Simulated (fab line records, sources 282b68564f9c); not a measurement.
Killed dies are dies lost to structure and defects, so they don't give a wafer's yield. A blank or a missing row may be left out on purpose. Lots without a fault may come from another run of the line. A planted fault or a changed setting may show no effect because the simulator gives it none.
fab line records | flow rit_cmos
record lots=14 wafers=42 last_day=8
route steps=202 shown PSD@150 SILICIDE@165 CONTACT@169 M1@202
lots that met no fault: from a run of the same line without faults
start_h: hours from the record's first day to the start of the lot's first wafer shown | wait_h: hours since the lot's step before | " the same as in the row above | L1.1+2: a row that stands for several wafers | - no value, or no start given | * or withheld: withheld | < > ~ a bound
route shown NAME@n: a module of which the file shows steps, and the number in the route of the first | usual: mean/standard deviation of fault-free wafers | same: alike in all rows | chamber/n: place in a boat | sites: the reading at each site | _std_site: their standard deviation | _edge_site: outer sites' mean less inner sites' | radius_mm: how far each site lies from the wafer's centre | mask NAME#n: copy n | behind: the tool/chamber that last shaped the wafer | hold: why the lot was held/for how many hours/how that ended | device: the transistor (n, p or np) that didn't switch | end of line: the same wafers' tests at the end of the route | a step without rows: its recipe alone | killed: dies lost to structure and defects at the first sort, not the wafer's yield | map: a wafer's dies, x killed, . not, _ none there
set.NAME: the setting as run; set.NAME@STEP: as run at that earlier step | model.NAME: the simulator's own value behind a step, which no gauge read
steps of the route over a sample of lots; a table a step, a row a wafer
services: from which hour (start_h, from the record's first day; less than 0 if before it) a tool's chamber was out of use, for how many hours, and why
## steps
# step RIT_PSD_IMPLANT_08
# recipe species=BF2 energy_kev=27 dose_cm2=5e+15 tilt_deg=7.321
# usual beam_on_s=12.2/1.7 dose_ions_cm2=4.999e+15/5.2e+12
# columns lot.wafer tool chamber start_h wait_h beam_on_s dose_ions_cm2
L507.3 implanter-04 0 52.33 0.1 10.6 4.987e+15
L507.4 " 0 " " 10.8 4.996e+15
L507.5 " 0 " " 10.8 4.993e+15
L509.2 implanter-03 0 64.48 0.1 14.5 5.002e+15
L509.3 " 0 " " 14.7 4.997e+15
L509.5 " 0 " " 14.6 4.997e+15
L511.2 implanter-04 0 74.00 0.1 10.6 5.003e+15
L511.3 " 0 " " 10.7 4.995e+15
L511.5 " 0 " " 10.2 4.996e+15
L512.3 implanter-04 0 75.24 0.1 10.9 5e+15
L512.4 " 0 " " 10.5 5.009e+15
L512.6 " 0 " " 10.5 5e+15
L513.2 implanter-04 0 78.70 0.3 10.7 5.007e+15
L513.4 " 0 " " 10.6 4.998e+15
L513.5 " 0 " " 10.5 5.009e+15
L518.2 implanter-04 0 105.20 0.1 20.2 9.495e+15
L518.5 " 0 " " 19.3 9.498e+15
L518.6 " 0 " " 20.2 9.485e+15
L519.1 implanter-04 0 110.49 0.1 20.0 9.492e+15
L519.2 " 0 " " 20.3 9.497e+15
L519.5 " 0 " " 20.4 9.496e+15
L520.3 implanter-01 0 114.99 0.1 12.1 5.001e+15
L520.4 " 0 " " 12.5 5e+15
L520.6 " 0 " " 13.0 5.001e+15
L522.2 implanter-01 0 124.04 0.1 12.5 5.008e+15
L522.3 " 0 " " 12.8 5.001e+15
L522.5 " 0 " " 12.7 5.005e+15
L525.3 implanter-01 0 139.04 0.1 12.5 5.002e+15
L525.4 " 0 " " 12.0 5.005e+15
L525.5 " 0 " " 12.6 5.009e+15
L526.2 implanter-01 0 143.68 0.1 12.5 4.993e+15
L526.4 " 0 " " 12.7 5.002e+15
L526.5 " 0 " " 12.3 4.996e+15
L528.1 implanter-03 0 165.52 0.1 14.8 5.005e+15
L528.2 " 0 " " 15.0 4.994e+15
L528.5 " 0 " " 14.8 5.002e+15
L529.1 implanter-03 0 171.20 0.1 14.8 4.992e+15
L529.2 " 0 " " 15.0 4.991e+15
L529.6 " 0 " " 15.1 4.993e+15
L530.1 implanter-03 0 172.65 0.1 14.3 5.002e+15
L530.2 " 0 " " 15.0 4.996e+15
L530.4 " 0 " " 15.2 5.003e+15
# step RIT_PSD_TW_MEAS_10
# usual PSD_TW=3432/16
# columns lot.wafer tool chamber start_h wait_h PSD_TW
L507.3 film_metro-04 - 52.63 0.1 3443
L507.4 " - " " 3440
L507.5 " - " " 3442
L509.2 film_metro-04 - 64.79 0.1 3427
L509.3 " - " " 3438
L509.5 " - " " 3441
L511.2 film_metro-04 - 74.31 0.1 3419
L511.3 " - " " 3421
L511.5 " - " " 3429
L512.3 film_metro-04 - 75.53 0.1 3421
L512.4 " - " " 3416
L512.6 " - " " 3414
L513.2 film_metro-04 - 79.01 0.1 3413
L513.4 " - " " 3433
L513.5 " - " " 3410
L518.2 film_metro-04 - 105.53 0.1 3580
L518.5 " - " " 3592
L518.6 " - " " 3564
L519.1 film_metro-01 - 110.81 0.1 3617
L519.2 " - " " 3576
L519.5 " - " " 3596
L520.3 film_metro-04 - 115.28 0.1 3429
L520.4 " - " " 3437
L520.6 " - " " 3413
L522.2 film_metro-01 - 124.35 0.1 3450
L522.3 " - " " 3467
L522.5 " - " " 3454
L525.3 film_metro-01 - 139.34 0.1 3447
L525.4 " - " " 3433
L525.5 " - " " 3444
L526.2 film_metro-03 - 143.99 0.1 3451
L526.4 " - " " 3427
L526.5 " - " " 3422
L528.1 film_metro-01 - 165.85 0.1 3455
L528.2 " - " " 3431
L528.5 " - " " 3463
L529.1 film_metro-03 - 171.53 0.1 3459
L529.2 " - " " 3425
L529.6 " - " " 3444
L530.1 film_metro-03 - 172.97 0.1 3446
L530.2 " - " " 3446
L530.4 " - " " 3425
# step RIT_SDANNEAL_RS_MEAS_04
# recipe thk_meas_gauge=four-point-probe
# usual PSD_RS=115.9/0.33
# columns lot.wafer tool chamber start_h wait_h PSD_RS[ohm/sq]
L507.3 film_metro-03 - 53.13 0.1 115.9
L507.4 " - " " 115.8
L507.5 " - " " 115.8
L509.2 film_metro-03 - 65.29 0.1 115.6
L509.3 " - " " 115.8
L509.5 " - " " 115.9
L511.2 film_metro-01 - 74.80 0.1 116.0
L511.3 " - " " 115.8
L511.5 " - " " 116.0
L512.3 film_metro-04 - 76.04 0.1 115.9
L512.4 " - " " 115.7
L512.6 " - " " 116.0
L513.2 film_metro-01 - 79.50 0.1 115.8
L513.4 " - " " 115.8
L513.5 " - " " 115.7
L518.2 film_metro-01 - 106.12 0.1 108.1
L518.5 " - " " 108.4
L518.6 " - " " 107.8
L519.1 film_metro-04 - 111.31 0.0 108.1
L519.2 " - " " 108.1
L519.5 " - " " 108.0
L520.3 film_metro-03 - 115.88 0.1 116.1
L520.4 " - " " 115.7
L520.6 " - " " 115.7
L522.2 film_metro-04 - 124.87 0.1 115.9
L522.3 " - " " 115.9
L522.5 " - " " 115.5
L525.3 film_metro-04 - 139.86 0.1 116.1
L525.4 " - " " 116.2
L525.5 " - " " 115.6
L526.2 film_metro-01 - 144.50 0.1 115.9
L526.4 " - " " 115.9
L526.5 " - " " 116.2
L528.1 film_metro-01 - 166.36 0.0 116.4
L528.2 " - " " 116.4
L528.5 " - " " 116.3
L529.1 film_metro-01 - 172.05 0.0 116.1
L529.2 " - " " 115.8
L529.6 " - " " 115.7
L530.1 film_metro-01 - 173.46 0.0 115.6
L530.2 " - " " 115.4
L530.4 " - " " 115.9
# step RIT_SILICIDE_RTA_04
# recipe temp_c=650 time_s=10 idle_temp_c=25 ramp_up_s=5 ramp_down_s=5 cool_to_c=25 ambient=N2
# usual wafer_temp_C_max=653.1/1.2
# columns lot.wafer tool chamber start_h wait_h wafer_temp_C_max
L507.3 rtp_anneal-01 0 53.94 0.1 651.3
L507.4 " 0 " " 652.0
L507.5 " 0 " " 651.2
L509.2 rtp_anneal-01 0 66.10 0.1 652.3
L509.3 " 0 " " 652.0
L509.5 " 0 " " 651.6
L511.2 rtp_anneal-01 0 75.62 0.1 651.7
L511.3 " 0 " " 652.4
L511.5 " 0 " " 651.9
L512.3 rtp_anneal-02 0 76.84 0.1 653.7
L512.4 " 0 " " 654.6
L512.6 " 0 " " 655.1
L513.2 rtp_anneal-01 0 80.32 0.1 652.1
L513.4 " 0 " " 652.3
L513.5 " 0 " " 651.2
L518.2 rtp_anneal-02 0 106.93 0.1 653.8
L518.5 " 0 " " 654.9
L518.6 " 0 " " 655.1
L519.1 rtp_anneal-01 0 112.14 0.1 652.6
L519.2 " 0 " " 652.6
L519.5 " 0 " " 651.4
L520.3 rtp_anneal-02 0 116.68 0.1 654.2
L520.4 " 0 " " 654.1
L520.6 " 0 " " 653.6
L522.2 rtp_anneal-02 0 125.69 0.1 653.5
L522.3 " 0 " " 652.9
L522.5 " 0 " " 653.5
L525.3 rtp_anneal-01 0 140.67 0.1 651.7
L525.4 " 0 " " 651.7
L525.5 " 0 " " 652.4
L526.2 rtp_anneal-02 0 145.31 0.1 657.4
L526.4 " 0 " " 653.7
L526.5 " 0 " " 654.2
L528.1 rtp_anneal-02 0 167.19 0.1 654.7
L528.2 " 0 " " 653.7
L528.5 " 0 " " 653.6
L529.1 rtp_anneal-01 0 172.87 0.1 653.0
L529.2 " 0 " " 651.8
L529.6 " 0 " " 652.5
L530.1 rtp_anneal-02 0 174.28 0.1 654.7
L530.2 " 0 " " 653.9
L530.4 " 0 " " 653.5
# step RIT_SILICIDE_RTA_06
# recipe temp_c=750 time_s=10 idle_temp_c=25 ramp_up_s=5 ramp_down_s=10 cool_to_c=25 ambient=N2
# usual wafer_temp_C_max=753.7/1.3
# columns lot.wafer tool chamber start_h wait_h wafer_temp_C_max
L507.3 rtp_anneal-02 0 54.05 0.0 753.6
L507.4 " 0 " " 753.6
L507.5 " 0 " " 755.8
L509.2 rtp_anneal-02 0 66.21 0.0 754.5
L509.3 " 0 " " 754.9
L509.5 " 0 " " 754.2
L511.2 rtp_anneal-02 0 75.73 0.0 754.4
L511.3 " 0 " " 755.1
L511.5 " 0 " " 755.4
L512.3 rtp_anneal-01 0 76.95 0.0 753.2
L512.4 " 0 " " 751.9
L512.6 " 0 " " 752.1
L513.2 rtp_anneal-02 0 80.43 0.0 753.9
L513.4 " 0 " " 757.5
L513.5 " 0 " " 755.1
L518.2 rtp_anneal-01 0 107.05 0.0 751.2
L518.5 " 0 " " 753.0
L518.6 " 0 " " 752.3
L519.1 rtp_anneal-02 0 112.31 0.0 753.7
L519.2 " 0 " " 755.0
L519.5 " 0 " " 754.6
L520.3 rtp_anneal-01 0 116.81 0.0 752.6
L520.4 " 0 " " 751.3
L520.6 " 0 " " 751.5
L522.2 rtp_anneal-01 0 125.80 0.0 752.5
L522.3 " 0 " " 753.6
L522.5 " 0 " " 752.4
L525.3 rtp_anneal-02 0 140.78 0.0 753.9
L525.4 " 0 " " 753.4
L525.5 " 0 " " 755.9
L526.2 rtp_anneal-01 0 145.43 0.0 754.4
L526.4 " 0 " " 752.8
L526.5 " 0 " " 752.5
L528.1 rtp_anneal-01 0 167.30 0.0 752.2
L528.2 " 0 " " 752.2
L528.5 " 0 " " 753.1
L529.1 rtp_anneal-02 0 172.98 0.0 755.8
L529.2 " 0 " " 753.4
L529.6 " 0 " " 754.3
L530.1 rtp_anneal-01 0 174.39 0.0 752.0
L530.2 " 0 " " 753.1
L530.4 " 0 " " 752.2
# step RIT_CONTACT_THK_MEAS_01
# recipe reads=SiO2_of_CONTACT_CVD_00
# usual CONTACT_TEOS_THK=395/6
# columns lot.wafer tool chamber start_h wait_h CONTACT_TEOS_THK[nm]
L507.3 film_metro-01 - 54.16 0.0 392
L507.4 " - " " 400
L507.5 " - " " 407
L509.2 film_metro-01 - 66.33 0.0 391
L509.3 " - " " 390
L509.5 " - " " 395
L511.2 film_metro-03 - 75.84 0.0 394
L511.3 " - " " 391
L511.5 " - " " 396
L512.3 film_metro-03 - 77.07 0.0 388
L512.4 " - " " 395
L512.6 " - " " 392
L513.2 film_metro-03 - 80.54 0.0 391
L513.4 " - " " 404
L513.5 " - " " 397
L518.2 film_metro-02 - 107.22 0.0 396
L518.5 " - " " 400
L518.6 " - " " 392
L519.1 film_metro-01 - 112.43 0.0 400
L519.2 " - " " 388
L519.5 " - " " 402
L520.3 film_metro-01 - 116.97 0.0 384
L520.4 " - " " 388
L520.6 " - " " 398
L522.2 film_metro-02 - 125.92 0.0 396
L522.3 " - " " 385
L522.5 " - " " 401
L525.3 film_metro-03 - 140.90 0.0 395
L525.4 " - " " 405
L525.5 " - " " 394
L526.2 film_metro-01 - 145.54 0.0 387
L526.4 " - " " 389
L526.5 " - " " 394
L528.1 film_metro-01 - 167.41 0.0 387
L528.2 " - " " 391
L528.5 " - " " 395
L529.1 film_metro-02 - 173.10 0.0 391
L529.2 " - " " 387
L529.6 " - " " 396
L530.1 film_metro-03 - 174.51 0.0 397
L530.2 " - " " 393
L530.4 " - " " 405
# step RIT_M1_PROBE_99
# usual killed_at_M0_to_M3=0.0/0.16 killed_at_contacts=0.1/0.25 killed_at_front_end=7/3.2 killed_dies=7/3.2 killed_open=3.5/2.1 killed_short=3.5/2.1
# same gross_dies=264 killed_at_M4_up=0 killed_at_back_side=0 killed_at_other=0
# columns lot.wafer tool chamber start_h wait_h killed_at_M0_to_M3 killed_at_contacts killed_at_front_end killed_dies killed_open killed_short
L509.2 prober-02 - 73.03 0.1 0 0 6 6 3 3
L509.3 prober-02 - 73.08 0.2 0 0 9 9 3 6
L509.5 prober-02 - 73.18 0.2 0 0 6 6 2 4
L526.2 prober-02 - 152.10 0.1 0 0 6 6 5 1
L526.4 prober-02 - 152.20 0.2 0 0 7 7 4 3
L526.5 prober-02 - 152.25 0.2 0 0 3 3 1 2
# killed by level:class
L509.2 FOX1:geometric_particle:short=3 FOX2:geometric_particle:open=1 GATE:geometric_particle:open=1 REOX:geometric_particle:open=1
L509.3 GATE:geometric_particle:short=3 FOX1:geometric_particle:open=2 REOX:geometric_particle:short=2 FOX2:geometric_particle:short=1 SPACER:geometric_particle:open=1
L509.5 REOX:geometric_particle:short=2 FOX1:geometric_particle:short=1 FOX1:geometric_particle:open=1 FOX2:geometric_particle:open=1 SPACER:geometric_particle:short=1
L526.2 GATE:geometric_particle:open=3 FOX1:geometric_particle:open=1 SPACER:geometric_particle:open=1 SILICIDE:geometric_particle:short=1
L526.4 GATE:geometric_particle:open=3 GATE:geometric_particle:short=2 SPACER:geometric_particle:short=1 SPACER:geometric_particle:open=1
L526.5 FOX1:geometric_particle:short=2 FOX1:geometric_particle:open=1
## services
# columns tool chamber start_h hours kind
implanter-04 - 39.23 2.9 repair
implanter-04 - 58.68 6.9 pm
implanter-03 - 68.31 82.0 pm
implanter-01 - 90.75 3.0 repair
implanter-04 - 93.50 1.8 repair
implanter-01 - 107.51 4.6 pm
implanter-01 - 132.18 6.3 repair
implanter-03 - 150.33 3.4 pm
implanter-03 - 153.68 5.3 pm
## key
first_sign step=RIT_PSD_IMPLANT_08 reading=dose_ions_cm2 direction=up sigmas=99+ usual=4.999e+15 struck=9.494e+15
effect step=RIT_PSD_IMPLANT_08 reading=beam_on_s direction=up sigmas=4.6 usual=12.2 struck=20.1
effect step=RIT_PSD_TW_MEAS_10 reading=PSD_TW direction=up sigmas=9.5 usual=3432 struck=3587
effect step=RIT_SDANNEAL_RS_MEAS_04 reading=PSD_RS direction=down sigmas=24 usual=115.9 struck=108.1
met_at RIT_PSD_IMPLANT_08
struck_lots L518,L519
tester_left_out L518,L519
not_acting_at RIT_SILICIDE_RTA_04,RIT_SILICIDE_RTA_06,RIT_CONTACT_THK_MEAS_01
onset_between 78.70 105.20
fault kind=process_parameter_drift tool=implanter-04 chamber=- onset_h=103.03 steps=RIT_PSD_IMPLANT_08 channel=dose_cm2 offset=4.5e+15 shape=step end_h=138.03 acts_in=these_recipes_only stated=5e+15
# tester_left_out: of these lots the tester's yield and bins aren't shown, on N5 and GAA mostly nor the transistor test; their killed dies are dies lost to structure and defects alone, not to doping, threshold or leakage, so they don't give the yield
